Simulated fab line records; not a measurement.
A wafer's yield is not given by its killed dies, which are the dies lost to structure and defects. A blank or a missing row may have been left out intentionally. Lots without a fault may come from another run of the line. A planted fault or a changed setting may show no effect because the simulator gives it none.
fab line records || flow berkeleyCmos170
record {"lots": 14, "wafers": 42, "lastDay": 10}
route steps=331 shown ACTIVE@65
lots with no fault: from the same line, run without faults
startH: start of the lot's first displayed wafer, in hours after the record's first day || waitH: how many hours have passed since the lot's step before this one || " identical to the entry in the row above || L1.1+2: one row covering several wafers at once || - no value present, or no start provided || * or withheld: withheld || < > ~ a bound
route shown NAME@n: NAME is a module with steps in the file, n the number in the route of the first one || usual: mean and standard deviation over wafers with no fault || same: alike in all rows || chamber/n: place in a boat || sites: readings site by site || _std_site: their standard deviation || _edge_site: the outer-site mean with the inner-site mean subtracted || radiusMm: for every site, how far away it sits from the centre of the wafer || mask NAME#n: copy n || behind: tool/chamber where the wafer was last shaped || hold: why the lot was held/for how many hours/how that ended || device: the n, p or np transistor that did not switch || end of line: at the end of the route, the tests of the same wafers || for a step that has no rows: nothing shown but its recipe || killed: at the first sort, the dies lost to defects and structure; wafer yield is something else || map: the dies of a wafer, with x for killed, . for not killed, _ for no die there
set.NAME: the setting the step ran with; set.NAME@STEP: the setting that earlier step ran with || model.NAME: the simulator's own value behind a step, which no gauge read
one table for each step of the route and one row for each wafer, over a sample of lots
services: the hour from which a tool's chamber was out of use, counted from the record's first day as startH (under 0 if before that day), plus the number of hours and why
## steps
# step UCB170_ACTIVE_CVD_05
# recipe {"material": "Si3N4", "targetThkNm": 220, "tempC": 800, "precursor": "SiH2Cl2/NH3", "timeS": 3300, "pressureMtorr": 200, "sih2cl2FlowSccm": 25, "nh3FlowSccm": 75}
# usual {"spikeTcSourceC": "822.0/1.2"}
{"lot.wafer": "L274.1", "tool": "lpcvd-02", "chamber": 0, "startH": 81.53, "waitH": 0.0, "spikeTcSourceC": 820.7}
{"lot.wafer": "L274.3", "tool": "lpcvd-02", "chamber": 0, "startH": 81.53, "waitH": 0.0, "spikeTcSourceC": 820.8}
{"lot.wafer": "L274.5", "tool": "lpcvd-02", "chamber": 0, "startH": 81.53, "waitH": 0.0, "spikeTcSourceC": 821.0}
{"lot.wafer": "L275.2", "tool": "lpcvd-01", "chamber": 0, "startH": 90.07, "waitH": 0.0, "spikeTcSourceC": 823.2}
{"lot.wafer": "L275.3", "tool": "lpcvd-01", "chamber": 0, "startH": 90.07, "waitH": 0.0, "spikeTcSourceC": 824.5}
{"lot.wafer": "L275.5", "tool": "lpcvd-01", "chamber": 0, "startH": 90.07, "waitH": 0.0, "spikeTcSourceC": 821.1}
{"lot.wafer": "L276.3", "tool": "lpcvd-01", "chamber": 1, "startH": 90.07, "waitH": 0.0, "spikeTcSourceC": 823.2}
{"lot.wafer": "L276.4", "tool": "lpcvd-01", "chamber": 1, "startH": 90.07, "waitH": 0.0, "spikeTcSourceC": 822.1}
{"lot.wafer": "L276.6", "tool": "lpcvd-01", "chamber": 1, "startH": 90.07, "waitH": 0.0, "spikeTcSourceC": 821.7}
{"lot.wafer": "L277.2", "tool": "lpcvd-01", "chamber": 0, "startH": 90.07, "waitH": 0.0, "spikeTcSourceC": 823.1}
{"lot.wafer": "L277.4", "tool": "lpcvd-01", "chamber": 0, "startH": 90.07, "waitH": 0.0, "spikeTcSourceC": 821.9}
{"lot.wafer": "L277.5", "tool": "lpcvd-01", "chamber": 0, "startH": 90.07, "waitH": 0.0, "spikeTcSourceC": 822.8}
{"lot.wafer": "L278.3", "tool": "lpcvd-02", "chamber": 0, "startH": 104.69, "waitH": 0.0, "spikeTcSourceC": 822.9}
{"lot.wafer": "L278.4", "tool": "lpcvd-02", "chamber": 0, "startH": 104.69, "waitH": 0.0, "spikeTcSourceC": 821.8}
{"lot.wafer": "L278.6", "tool": "lpcvd-02", "chamber": 0, "startH": 104.69, "waitH": 0.0, "spikeTcSourceC": 822.8}
{"lot.wafer": "L279.1", "tool": "lpcvd-02", "chamber": 0, "startH": 104.69, "waitH": 0.0, "spikeTcSourceC": 822.5}
{"lot.wafer": "L279.2", "tool": "lpcvd-02", "chamber": 0, "startH": 104.69, "waitH": 0.0, "spikeTcSourceC": 820.4}
{"lot.wafer": "L279.3", "tool": "lpcvd-02", "chamber": 0, "startH": 104.69, "waitH": 0.0, "spikeTcSourceC": 823.5}
{"lot.wafer": "L280.1", "tool": "lpcvd-02", "chamber": 1, "startH": 110.46, "waitH": 0.2, "spikeTcSourceC": 821.4}
{"lot.wafer": "L280.3", "tool": "lpcvd-02", "chamber": 1, "startH": 110.46, "waitH": 0.2, "spikeTcSourceC": 820.5}
{"lot.wafer": "L280.5", "tool": "lpcvd-02", "chamber": 1, "startH": 110.46, "waitH": 0.2, "spikeTcSourceC": 821.0}
{"lot.wafer": "L282.1", "tool": "lpcvd-02", "chamber": 1, "startH": 119.91, "waitH": 0.6, "spikeTcSourceC": 819.3}
{"lot.wafer": "L282.2", "tool": "lpcvd-02", "chamber": 1, "startH": 119.91, "waitH": 0.6, "spikeTcSourceC": 820.4}
{"lot.wafer": "L282.4", "tool": "lpcvd-02", "chamber": 1, "startH": 119.91, "waitH": 0.6, "spikeTcSourceC": 820.0}
{"lot.wafer": "L285.2", "tool": "lpcvd-01", "chamber": 0, "startH": 136.12, "waitH": 0.0, "spikeTcSourceC": 823.6}
{"lot.wafer": "L285.3", "tool": "lpcvd-01", "chamber": 0, "startH": 136.12, "waitH": 0.0, "spikeTcSourceC": 822.7}
{"lot.wafer": "L285.4", "tool": "lpcvd-01", "chamber": 0, "startH": 136.12, "waitH": 0.0, "spikeTcSourceC": 822.0}
{"lot.wafer": "L287.1", "tool": "lpcvd-01", "chamber": 1, "startH": 140.67, "waitH": 0.0, "spikeTcSourceC": 820.9}
{"lot.wafer": "L287.3", "tool": "lpcvd-01", "chamber": 1, "startH": 140.67, "waitH": 0.0, "spikeTcSourceC": 822.4}
{"lot.wafer": "L287.4", "tool": "lpcvd-01", "chamber": 1, "startH": 140.67, "waitH": 0.0, "spikeTcSourceC": 822.6}
{"lot.wafer": "L288.1", "tool": "lpcvd-01", "chamber": 0, "startH": 140.67, "waitH": 0.0, "spikeTcSourceC": 823.1}
{"lot.wafer": "L288.4", "tool": "lpcvd-01", "chamber": 0, "startH": 140.67, "waitH": 0.0, "spikeTcSourceC": 821.8}
{"lot.wafer": "L288.5", "tool": "lpcvd-01", "chamber": 0, "startH": 140.67, "waitH": 0.0, "spikeTcSourceC": 821.5}
{"lot.wafer": "L289.2", "tool": "lpcvd-01", "chamber": 1, "startH": 151.50, "waitH": 1.0, "spikeTcSourceC": 822.1}
{"lot.wafer": "L289.4", "tool": "lpcvd-01", "chamber": 1, "startH": 151.50, "waitH": 1.0, "spikeTcSourceC": 822.6}
{"lot.wafer": "L289.5", "tool": "lpcvd-01", "chamber": 1, "startH": 151.50, "waitH": 1.0, "spikeTcSourceC": 822.4}
{"lot.wafer": "L290.1", "tool": "lpcvd-01", "chamber": 0, "startH": 151.50, "waitH": 1.0, "spikeTcSourceC": 820.3}
{"lot.wafer": "L290.2", "tool": "lpcvd-01", "chamber": 0, "startH": 151.50, "waitH": 1.0, "spikeTcSourceC": 823.6}
{"lot.wafer": "L290.4", "tool": "lpcvd-01", "chamber": 0, "startH": 151.50, "waitH": 1.0, "spikeTcSourceC": 822.7}
{"lot.wafer": "L292.3", "tool": "lpcvd-02", "chamber": 1, "startH": 165.02, "waitH": 0.0, "spikeTcSourceC": 821.4}
{"lot.wafer": "L292.5", "tool": "lpcvd-02", "chamber": 1, "startH": 165.02, "waitH": 0.0, "spikeTcSourceC": 820.3}
{"lot.wafer": "L292.6", "tool": "lpcvd-02", "chamber": 1, "startH": 165.02, "waitH": 0.0, "spikeTcSourceC": 820.5}
# step UCB170_ACTIVE_THK_MEAS_06
# recipe {"reads": "Si3N4_of_ACTIVE_CVD_05"}
# usual {"ACTIVE_NITRIDE_THK": "220.3/1.7"}
{"lot.wafer": "L274.1", "tool": "filmMetro-03", "chamber": "-", "startH": 84.41, "waitH": 0.0, "ACTIVE_NITRIDE_THK[nm]": 220.2}
{"lot.wafer": "L274.3", "tool": "filmMetro-03", "chamber": "-", "startH": 84.41, "waitH": 0.0, "ACTIVE_NITRIDE_THK[nm]": 222.7}
{"lot.wafer": "L274.5", "tool": "filmMetro-03", "chamber": "-", "startH": 84.41, "waitH": 0.0, "ACTIVE_NITRIDE_THK[nm]": 220.7}
{"lot.wafer": "L275.2", "tool": "filmMetro-03", "chamber": "-", "startH": 92.00, "waitH": 0.0, "ACTIVE_NITRIDE_THK[nm]": 217.6}
{"lot.wafer": "L275.3", "tool": "filmMetro-03", "chamber": "-", "startH": 92.00, "waitH": 0.0, "ACTIVE_NITRIDE_THK[nm]": 217.4}
{"lot.wafer": "L275.5", "tool": "filmMetro-03", "chamber": "-", "startH": 92.00, "waitH": 0.0, "ACTIVE_NITRIDE_THK[nm]": 218.5}
{"lot.wafer": "L276.3", "tool": "filmMetro-04", "chamber": "-", "startH": 92.01, "waitH": 0.0, "ACTIVE_NITRIDE_THK[nm]": 221.6}
{"lot.wafer": "L276.4", "tool": "filmMetro-04", "chamber": "-", "startH": 92.01, "waitH": 0.0, "ACTIVE_NITRIDE_THK[nm]": 221.3}
{"lot.wafer": "L276.6", "tool": "filmMetro-04", "chamber": "-", "startH": 92.01, "waitH": 0.0, "ACTIVE_NITRIDE_THK[nm]": 223.2}
{"lot.wafer": "L277.2", "tool": "filmMetro-02", "chamber": "-", "startH": 92.05, "waitH": 0.1, "ACTIVE_NITRIDE_THK[nm]": 222.1}
{"lot.wafer": "L277.4", "tool": "filmMetro-02", "chamber": "-", "startH": 92.05, "waitH": 0.1, "ACTIVE_NITRIDE_THK[nm]": 223.8}
{"lot.wafer": "L277.5", "tool": "filmMetro-02", "chamber": "-", "startH": 92.05, "waitH": 0.1, "ACTIVE_NITRIDE_THK[nm]": 222.2}
{"lot.wafer": "L279.1", "tool": "filmMetro-03", "chamber": "-", "startH": 106.61, "waitH": 0.0, "ACTIVE_NITRIDE_THK[nm]": 222.6}
{"lot.wafer": "L279.2", "tool": "filmMetro-03", "chamber": "-", "startH": 106.61, "waitH": 0.0, "ACTIVE_NITRIDE_THK[nm]": 220.9}
{"lot.wafer": "L279.3", "tool": "filmMetro-03", "chamber": "-", "startH": 106.61, "waitH": 0.0, "ACTIVE_NITRIDE_THK[nm]": 221.4}
{"lot.wafer": "L278.3", "tool": "filmMetro-02", "chamber": "-", "startH": 106.63, "waitH": 0.0, "ACTIVE_NITRIDE_THK[nm]": 218.8}
{"lot.wafer": "L278.4", "tool": "filmMetro-02", "chamber": "-", "startH": 106.63, "waitH": 0.0, "ACTIVE_NITRIDE_THK[nm]": 221.1}
{"lot.wafer": "L278.6", "tool": "filmMetro-02", "chamber": "-", "startH": 106.63, "waitH": 0.0, "ACTIVE_NITRIDE_THK[nm]": 220.5}
{"lot.wafer": "L280.1", "tool": "filmMetro-03", "chamber": "-", "startH": 112.38, "waitH": 0.0, "ACTIVE_NITRIDE_THK[nm]": 217.6}
{"lot.wafer": "L280.3", "tool": "filmMetro-03", "chamber": "-", "startH": 112.38, "waitH": 0.0, "ACTIVE_NITRIDE_THK[nm]": 217.3}
{"lot.wafer": "L280.5", "tool": "filmMetro-03", "chamber": "-", "startH": 112.38, "waitH": 0.0, "ACTIVE_NITRIDE_THK[nm]": 218.2}
{"lot.wafer": "L282.1", "tool": "filmMetro-04", "chamber": "-", "startH": 121.82, "waitH": 0.0, "ACTIVE_NITRIDE_THK[nm]": 219.5}
{"lot.wafer": "L282.2", "tool": "filmMetro-04", "chamber": "-", "startH": 121.82, "waitH": 0.0, "ACTIVE_NITRIDE_THK[nm]": 218.3}
{"lot.wafer": "L282.4", "tool": "filmMetro-04", "chamber": "-", "startH": 121.82, "waitH": 0.0, "ACTIVE_NITRIDE_THK[nm]": 219.1}
{"lot.wafer": "L285.2", "tool": "filmMetro-03", "chamber": "-", "startH": 138.05, "waitH": 0.0, "ACTIVE_NITRIDE_THK[nm]": 221.5}
{"lot.wafer": "L285.3", "tool": "filmMetro-03", "chamber": "-", "startH": 138.05, "waitH": 0.0, "ACTIVE_NITRIDE_THK[nm]": 220.9}
{"lot.wafer": "L285.4", "tool": "filmMetro-03", "chamber": "-", "startH": 138.05, "waitH": 0.0, "ACTIVE_NITRIDE_THK[nm]": 221.2}
{"lot.wafer": "L287.1", "tool": "filmMetro-04", "chamber": "-", "startH": 142.59, "waitH": 0.0, "ACTIVE_NITRIDE_THK[nm]": 221.6}
{"lot.wafer": "L287.3", "tool": "filmMetro-04", "chamber": "-", "startH": 142.59, "waitH": 0.0, "ACTIVE_NITRIDE_THK[nm]": 220.7}
{"lot.wafer": "L287.4", "tool": "filmMetro-04", "chamber": "-", "startH": 142.59, "waitH": 0.0, "ACTIVE_NITRIDE_THK[nm]": 223.3}
{"lot.wafer": "L288.1", "tool": "filmMetro-02", "chamber": "-", "startH": 142.59, "waitH": 0.0, "ACTIVE_NITRIDE_THK[nm]": 222.0}
{"lot.wafer": "L288.4", "tool": "filmMetro-02", "chamber": "-", "startH": 142.59, "waitH": 0.0, "ACTIVE_NITRIDE_THK[nm]": 221.2}
{"lot.wafer": "L288.5", "tool": "filmMetro-02", "chamber": "-", "startH": 142.59, "waitH": 0.0, "ACTIVE_NITRIDE_THK[nm]": 222.3}
{"lot.wafer": "L290.1", "tool": "filmMetro-04", "chamber": "-", "startH": 153.42, "waitH": 0.0, "ACTIVE_NITRIDE_THK[nm]": 348.7}
{"lot.wafer": "L290.2", "tool": "filmMetro-04", "chamber": "-", "startH": 153.42, "waitH": 0.0, "ACTIVE_NITRIDE_THK[nm]": 350.6}
{"lot.wafer": "L290.4", "tool": "filmMetro-04", "chamber": "-", "startH": 153.42, "waitH": 0.0, "ACTIVE_NITRIDE_THK[nm]": 349.3}
{"lot.wafer": "L289.2", "tool": "filmMetro-03", "chamber": "-", "startH": 153.43, "waitH": 0.0, "ACTIVE_NITRIDE_THK[nm]": 349.0}
{"lot.wafer": "L289.4", "tool": "filmMetro-03", "chamber": "-", "startH": 153.43, "waitH": 0.0, "ACTIVE_NITRIDE_THK[nm]": 349.4}
{"lot.wafer": "L289.5", "tool": "filmMetro-03", "chamber": "-", "startH": 153.43, "waitH": 0.0, "ACTIVE_NITRIDE_THK[nm]": 347.7}
{"lot.wafer": "L292.3", "tool": "filmMetro-03", "chamber": "-", "startH": 166.96, "waitH": 0.0, "ACTIVE_NITRIDE_THK[nm]": 218.7}
{"lot.wafer": "L292.5", "tool": "filmMetro-03", "chamber": "-", "startH": 166.96, "waitH": 0.0, "ACTIVE_NITRIDE_THK[nm]": 222.3}
{"lot.wafer": "L292.6", "tool": "filmMetro-03", "chamber": "-", "startH": 166.96, "waitH": 0.0, "ACTIVE_NITRIDE_THK[nm]": 221.1}
# step UCB170_ACTIVE_ETCH_15
# recipe {"chemistry": "CH3F/Ar/O2", "target": "Si3N4", "stopOn": "SiO2", "CH3F_flow_sccm": 20, "Ar_flow_sccm": 50, "O2_flow_sccm": 7, "pressureMtorr": 50, "rfW": 450, "targetDepthA": 2420, "overEtchFrac": 0.1, "timeS": 151}
# usual {"chamberPressureMTorr": "50.00/0.045", "drypumpMotorCurrentA": "5.8/0.38", "oesProductAu": "0.941/0.013", "throttleValvePct": "8.03/0.1"}
{"lot.wafer": "L274.1", "tool": "rieDiel-04", "chamber": 2, "startH": 85.59, "waitH": 0.0, "chamberPressureMTorr": 50.08, "drypumpMotorCurrentA": 5.5, "oesProductAu": 0.951, "rfHoursCounterH": 48, "throttleValvePct": 7.91}
{"lot.wafer": "L274.3", "tool": "rieDiel-04", "chamber": 1, "startH": 85.59, "waitH": 0.0, "chamberPressureMTorr": 50.07, "drypumpMotorCurrentA": 6.0, "oesProductAu": 0.960, "rfHoursCounterH": 12, "throttleValvePct": 7.90}
{"lot.wafer": "L274.5", "tool": "rieDiel-04", "chamber": 3, "startH": 85.59, "waitH": 0.0, "chamberPressureMTorr": 50.02, "drypumpMotorCurrentA": 5.2, "oesProductAu": 0.960, "rfHoursCounterH": "-", "throttleValvePct": 7.99}
{"lot.wafer": "L276.3", "tool": "rieDiel-03", "chamber": 2, "startH": 93.71, "waitH": 0.0, "chamberPressureMTorr": 49.99, "drypumpMotorCurrentA": 6.6, "oesProductAu": 0.953, "rfHoursCounterH": 51, "throttleValvePct": 8.04}
{"lot.wafer": "L276.4", "tool": "rieDiel-03", "chamber": 0, "startH": 93.71, "waitH": 0.0, "chamberPressureMTorr": 49.96, "drypumpMotorCurrentA": 5.6, "oesProductAu": 0.941, "rfHoursCounterH": 153, "throttleValvePct": 8.07}
{"lot.wafer": "L276.6", "tool": "rieDiel-03", "chamber": 2, "startH": 93.71, "waitH": 0.0, "chamberPressureMTorr": 49.95, "drypumpMotorCurrentA": 6.6, "oesProductAu": 0.960, "rfHoursCounterH": "-", "throttleValvePct": 8.06}
{"lot.wafer": "L275.2", "tool": "rieDiel-02", "chamber": 0, "startH": 93.80, "waitH": 0.0, "chamberPressureMTorr": 50.04, "drypumpMotorCurrentA": 5.9, "oesProductAu": 0.932, "rfHoursCounterH": 147, "throttleValvePct": 7.96}
{"lot.wafer": "L275.3", "tool": "rieDiel-02", "chamber": 2, "startH": 93.80, "waitH": 0.0, "chamberPressureMTorr": 49.95, "drypumpMotorCurrentA": 6.4, "oesProductAu": 0.926, "rfHoursCounterH": 91, "throttleValvePct": 8.07}
{"lot.wafer": "L275.5", "tool": "rieDiel-02", "chamber": 3, "startH": 93.80, "waitH": 0.0, "chamberPressureMTorr": 50.00, "drypumpMotorCurrentA": 5.5, "oesProductAu": 0.932, "rfHoursCounterH": "-", "throttleValvePct": 8.07}
{"lot.wafer": "L277.2", "tool": "rieDiel-04", "chamber": 3, "startH": 94.07, "waitH": 0.0, "chamberPressureMTorr": 49.99, "drypumpMotorCurrentA": 5.2, "oesProductAu": 0.962, "rfHoursCounterH": 46, "throttleValvePct": 8.00}
{"lot.wafer": "L277.4", "tool": "rieDiel-04", "chamber": 1, "startH": 94.07, "waitH": 0.0, "chamberPressureMTorr": 49.99, "drypumpMotorCurrentA": 6.1, "oesProductAu": 0.960, "rfHoursCounterH": 13, "throttleValvePct": 7.89}
{"lot.wafer": "L277.5", "tool": "rieDiel-04", "chamber": 1, "startH": 94.07, "waitH": 0.0, "chamberPressureMTorr": 50.01, "drypumpMotorCurrentA": 6.0, "oesProductAu": 0.968, "rfHoursCounterH": "-", "throttleValvePct": 7.88}
{"lot.wafer": "L279.1", "tool": "rieDiel-02", "chamber": 0, "startH": 107.96, "waitH": 0.0, "chamberPressureMTorr": 49.99, "drypumpMotorCurrentA": 5.9, "oesProductAu": 0.953, "rfHoursCounterH": 147, "throttleValvePct": 7.96}
{"lot.wafer": "L279.2", "tool": "rieDiel-02", "chamber": 3, "startH": 107.96, "waitH": 0.0, "chamberPressureMTorr": 49.95, "drypumpMotorCurrentA": 5.6, "oesProductAu": 0.948, "rfHoursCounterH": 143, "throttleValvePct": 8.08}
{"lot.wafer": "L279.3", "tool": "rieDiel-02", "chamber": 1, "startH": 107.96, "waitH": 0.0, "chamberPressureMTorr": 50.04, "drypumpMotorCurrentA": 5.6, "oesProductAu": 0.956, "rfHoursCounterH": 102, "throttleValvePct": 8.15}
{"lot.wafer": "L278.3", "tool": "rieDiel-03", "chamber": 1, "startH": 108.00, "waitH": 0.0, "chamberPressureMTorr": 49.97, "drypumpMotorCurrentA": 6.3, "oesProductAu": 0.916, "rfHoursCounterH": 3, "throttleValvePct": 8.02}
{"lot.wafer": "L278.4", "tool": "rieDiel-03", "chamber": 0, "startH": 108.00, "waitH": 0.0, "chamberPressureMTorr": 49.90, "drypumpMotorCurrentA": 5.6, "oesProductAu": 0.937, "rfHoursCounterH": 154, "throttleValvePct": 8.06}
{"lot.wafer": "L278.6", "tool": "rieDiel-03", "chamber": 2, "startH": 108.00, "waitH": 0.0, "chamberPressureMTorr": 50.01, "drypumpMotorCurrentA": 6.5, "oesProductAu": 0.957, "rfHoursCounterH": "-", "throttleValvePct": 8.06}
{"lot.wafer": "L280.1", "tool": "rieDiel-02", "chamber": 3, "startH": 113.71, "waitH": 0.0, "chamberPressureMTorr": 49.95, "drypumpMotorCurrentA": 5.5, "oesProductAu": 0.933, "rfHoursCounterH": 143, "throttleValvePct": 8.07}
{"lot.wafer": "L280.3", "tool": "rieDiel-02", "chamber": 1, "startH": 113.71, "waitH": 0.0, "chamberPressureMTorr": 49.97, "drypumpMotorCurrentA": 5.6, "oesProductAu": 0.939, "rfHoursCounterH": 103, "throttleValvePct": 8.16}
{"lot.wafer": "L280.5", "tool": "rieDiel-02", "chamber": 0, "startH": 113.71, "waitH": 0.0, "chamberPressureMTorr": 49.91, "drypumpMotorCurrentA": 5.9, "oesProductAu": 0.939, "rfHoursCounterH": "-", "throttleValvePct": 7.98}
{"lot.wafer": "L282.1", "tool": "rieDiel-02", "chamber": 2, "startH": 123.22, "waitH": 0.0, "chamberPressureMTorr": 49.96, "drypumpMotorCurrentA": 6.4, "oesProductAu": 0.936, "rfHoursCounterH": 92, "throttleValvePct": 8.06}
{"lot.wafer": "L282.2", "tool": "rieDiel-02", "chamber": 0, "startH": 123.22, "waitH": 0.0, "chamberPressureMTorr": 49.97, "drypumpMotorCurrentA": 5.9, "oesProductAu": 0.935, "rfHoursCounterH": 148, "throttleValvePct": 8.01}
{"lot.wafer": "L282.4", "tool": "rieDiel-02", "chamber": 1, "startH": 123.22, "waitH": 0.0, "chamberPressureMTorr": 49.99, "drypumpMotorCurrentA": 5.6, "oesProductAu": 0.946, "rfHoursCounterH": 103, "throttleValvePct": 8.15}
{"lot.wafer": "L285.2", "tool": "rieDiel-04", "chamber": 2, "startH": 139.10, "waitH": 0.0, "chamberPressureMTorr": 49.97, "drypumpMotorCurrentA": 5.5, "oesProductAu": 0.942, "rfHoursCounterH": 51, "throttleValvePct": 7.92}
{"lot.wafer": "L285.3", "tool": "rieDiel-04", "chamber": 3, "startH": 139.10, "waitH": 0.0, "chamberPressureMTorr": 49.96, "drypumpMotorCurrentA": 5.2, "oesProductAu": 0.958, "rfHoursCounterH": 48, "throttleValvePct": 7.99}
{"lot.wafer": "L285.4", "tool": "rieDiel-04", "chamber": 1, "startH": 139.10, "waitH": 0.0, "chamberPressureMTorr": 50.01, "drypumpMotorCurrentA": 6.0, "oesProductAu": 0.956, "rfHoursCounterH": 14, "throttleValvePct": 7.90}
{"lot.wafer": "L287.1", "tool": "rieDiel-04", "chamber": 0, "startH": 144.03, "waitH": 0.0, "chamberPressureMTorr": 49.97, "drypumpMotorCurrentA": 5.8, "oesProductAu": 0.942, "rfHoursCounterH": 29, "throttleValvePct": 8.28}
{"lot.wafer": "L287.3", "tool": "rieDiel-04", "chamber": 3, "startH": 144.03, "waitH": 0.0, "chamberPressureMTorr": 49.96, "drypumpMotorCurrentA": 5.2, "oesProductAu": 0.959, "rfHoursCounterH": 49, "throttleValvePct": 7.98}
{"lot.wafer": "L287.4", "tool": "rieDiel-04", "chamber": 1, "startH": 144.03, "waitH": 0.0, "chamberPressureMTorr": 49.99, "drypumpMotorCurrentA": 6.0, "oesProductAu": 0.964, "rfHoursCounterH": 15, "throttleValvePct": 7.90}
{"lot.wafer": "L288.1", "tool": "rieDiel-02", "chamber": 1, "startH": 144.30, "waitH": 0.0, "chamberPressureMTorr": 49.96, "drypumpMotorCurrentA": 5.6, "oesProductAu": 0.954, "rfHoursCounterH": 104, "throttleValvePct": 8.14}
{"lot.wafer": "L288.4", "tool": "rieDiel-02", "chamber": 0, "startH": 144.30, "waitH": 0.0, "chamberPressureMTorr": 50.01, "drypumpMotorCurrentA": 5.9, "oesProductAu": 0.946, "rfHoursCounterH": 148, "throttleValvePct": 7.98}
{"lot.wafer": "L288.5", "tool": "rieDiel-02", "chamber": 1, "startH": 144.30, "waitH": 0.0, "chamberPressureMTorr": 49.99, "drypumpMotorCurrentA": 5.6, "oesProductAu": 0.951, "rfHoursCounterH": "-", "throttleValvePct": 8.14}
{"lot.wafer": "L289.2", "tool": "rieDiel-03", "chamber": 1, "startH": 154.60, "waitH": 0.0, "chamberPressureMTorr": 49.95, "drypumpMotorCurrentA": 6.3, "oesProductAu": 0.986, "rfHoursCounterH": 5, "throttleValvePct": 8.03}
{"lot.wafer": "L289.4", "tool": "rieDiel-03", "chamber": 2, "startH": 154.60, "waitH": 0.0, "chamberPressureMTorr": 49.97, "drypumpMotorCurrentA": 6.6, "oesProductAu": 1.007, "rfHoursCounterH": 54, "throttleValvePct": 8.05}
{"lot.wafer": "L289.5", "tool": "rieDiel-03", "chamber": 1, "startH": 154.60, "waitH": 0.0, "chamberPressureMTorr": 49.97, "drypumpMotorCurrentA": 6.3, "oesProductAu": 0.979, "rfHoursCounterH": "-", "throttleValvePct": 8.03}
{"lot.wafer": "L290.1", "tool": "rieDiel-02", "chamber": 3, "startH": 154.84, "waitH": 0.0, "chamberPressureMTorr": 49.99, "drypumpMotorCurrentA": 5.5, "oesProductAu": 0.998, "rfHoursCounterH": 145, "throttleValvePct": 8.05}
{"lot.wafer": "L290.2", "tool": "rieDiel-02", "chamber": 2, "startH": 154.84, "waitH": 0.0, "chamberPressureMTorr": 50.02, "drypumpMotorCurrentA": 6.4, "oesProductAu": 1.000, "rfHoursCounterH": 93, "throttleValvePct": 8.07}
{"lot.wafer": "L290.4", "tool": "rieDiel-02", "chamber": 1, "startH": 154.84, "waitH": 0.0, "chamberPressureMTorr": 49.99, "drypumpMotorCurrentA": 5.6, "oesProductAu": 1.008, "rfHoursCounterH": 104, "throttleValvePct": 8.14}
{"lot.wafer": "L292.3", "tool": "rieDiel-03", "chamber": 3, "startH": 169.08, "waitH": 0.0, "chamberPressureMTorr": 50.00, "drypumpMotorCurrentA": 5.7, "oesProductAu": 0.920, "rfHoursCounterH": 145, "throttleValvePct": 8.00}
{"lot.wafer": "L292.5", "tool": "rieDiel-03", "chamber": 2, "startH": 169.08, "waitH": 0.0, "chamberPressureMTorr": 49.95, "drypumpMotorCurrentA": 6.6, "oesProductAu": 0.957, "rfHoursCounterH": "-", "throttleValvePct": 8.04}
{"lot.wafer": "L292.6", "tool": "rieDiel-03", "chamber": 3, "startH": 169.08, "waitH": 0.0, "chamberPressureMTorr": 49.97, "drypumpMotorCurrentA": 5.7, "oesProductAu": 0.925, "rfHoursCounterH": "-", "throttleValvePct": 8.01}
## services
{"tool": "rieDiel-03", "chamber": "-", "startH": 68.72, "hours": 0.4, "kind": "repair"}
{"tool": "rieDiel-03", "chamber": 0, "startH": 100.96, "hours": 4.4, "kind": "repair"}
{"tool": "rieDiel-04", "chamber": 1, "startH": 104.51, "hours": 4.3, "kind": "repair"}
{"tool": "rieDiel-03", "chamber": 3, "startH": 108.19, "hours": 11.6, "kind": "repair"}
{"tool": "rieDiel-03", "chamber": 3, "startH": 121.45, "hours": 6.9, "kind": "repair"}
{"tool": "rieDiel-04", "chamber": 2, "startH": 132.92, "hours": 4.6, "kind": "repair"}
{"tool": "rieDiel-04", "chamber": "-", "startH": 152.62, "hours": 2.6, "kind": "repair"}
{"tool": "rieDiel-03", "chamber": 0, "startH": 157.92, "hours": "-", "kind": "clean"}
{"tool": "rieDiel-03", "chamber": 0, "startH": 157.92, "hours": 17.4, "kind": "scheduledDown"}
{"tool": "rieDiel-03", "chamber": 0, "startH": 157.92, "hours": 17.4, "kind": "ventCycle"}
{"tool": "lpcvd-02", "chamber": "-", "startH": 159.42, "hours": 2.8, "kind": "pm"}
{"tool": "rieDiel-02", "chamber": 0, "startH": 164.88, "hours": "-", "kind": "clean"}
{"tool": "rieDiel-02", "chamber": 0, "startH": 164.88, "hours": 19.4, "kind": "scheduledDown"}
{"tool": "rieDiel-02", "chamber": 0, "startH": 164.88, "hours": 19.4, "kind": "ventCycle"}
{"tool": "rieDiel-04", "chamber": 0, "startH": 167.53, "hours": 2.1, "kind": "repair"}
## key
firstSign {"step": "UCB170_ACTIVE_THK_MEAS_06", "reading": "ACTIVE_NITRIDE_THK", "direction": "up", "sigmas": 75, "usual": 220.3, "struck": 349.1}
effect {"step": "UCB170_ACTIVE_ETCH_15", "reading": "oesProductAu", "direction": "up", "sigmas": 4.1, "usual": 0.941, "struck": 0.996}
metAt UCB170_ACTIVE_CVD_05
struckLots L289,L290
laterRowsLeftOut L289.4,L289.5,L290.1,L290.2,L290.4
sortLeftOut L289.2,L289.4,L289.5,L290.1,L290.2,L290.4
testerLeftOut L289,L290
onsetBetween 140.67 151.50
fault {"kind": "processParameterDrift", "tool": "lpcvd-01", "chamber": "-", "onsetH": 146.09, "steps": "UCB170_ACTIVE_CVD_05", "channel": "targetThkNm", "offset": 127.77, "shape": "step", "endH": 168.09, "actsIn": "theseRecipesOnly", "stated": 220}
# testerLeftOut: of these lots the tester's yield and bins aren't shown, on N5 and GAA mostly nor the transistor test; their killed dies are dies lost to structure and defects alone, not to doping, threshold or leakage, so they don't give the yield
# sortLeftOut: the simulated sort isn't trusted on such a fault, so these wafers' sort isn't shown, and their yield isn't known
# laterRowsLeftOut: the simulator's readings of these wafers behind a module that went badly wrong aren't trusted and aren't shown, but for the sort
